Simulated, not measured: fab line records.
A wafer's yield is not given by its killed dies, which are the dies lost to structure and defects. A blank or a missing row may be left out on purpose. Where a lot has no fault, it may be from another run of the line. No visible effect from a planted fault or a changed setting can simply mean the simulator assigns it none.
The tool behind it: which one?    flow rit-cmos    7 lots, 21 wafers sampled, at 2 steps of a route of 202

## WHAT THE GAUGES SHOWED, per wafer
RIT_ACTIVE_THK_MEAS_04.
lot   measured     on             ACTIVE_NITRIDE_THK (nm)
L256  day 1 20:02  film-metro-03  151.0 150.9 151.1
L258  day 2 04:57  film-metro-01  148.9 148.6 149.1
L265  day 3 16:20  film-metro-03  143.5 144.4 144.6
L269  day 4 12:04  film-metro-03  150.0 149.1 148.0
L272  day 5 03:16  film-metro-02  147.8 147.6 146.0
L274  day 5 14:27  film-metro-01  147.1 147.4 147.4
L277  day 6 04:14  film-metro-01  150.2 150.2 149.4

## WHAT TOOL EACH LOT RAN ON (gives the tool, then ch and the chambers of the sampled wafers, and finally the start)
lot   RIT_ACTIVE_CVD_03
L256  lpcvd-01 ch 1, day 1 18:36
L258  lpcvd-02 ch 1, day 2 03:31
L265  lpcvd-01 ch 1, day 3 14:53
L269  lpcvd-02 ch 1, day 4 10:38
L272  lpcvd-02 ch 1, day 5 01:50
L274  lpcvd-02 ch 0, day 5 13:02
L277  lpcvd-02 ch 0, day 6 02:07
- RIT_ACTIVE_CVD_03: deposits Si3N4 from SiH2Cl2/NH3, target thk 150 nm, time 1500 s.

## THE ANSWER, worked out from the rows above alone
Rule: the lots themselves supply what counts as usual. Put in order of their means at a reading, lots are off if they are a third of the lots or fewer, leave a main group of 4 or more, and stand apart from it by a gap of 3 or more times the standard deviation of the main group's means; of several such gaps the widest counts. If all means in a main group match to the digits the tables above print for the reading, that group is not used. A lot without any number at a reading at which 4 lots or more have one is off too. The other lots that the step has rows for count as sound.
Nothing can be told from this: no lot is off at any reading shown.

## WHAT HAD BEEN PUT IN BY THE SIMULATOR
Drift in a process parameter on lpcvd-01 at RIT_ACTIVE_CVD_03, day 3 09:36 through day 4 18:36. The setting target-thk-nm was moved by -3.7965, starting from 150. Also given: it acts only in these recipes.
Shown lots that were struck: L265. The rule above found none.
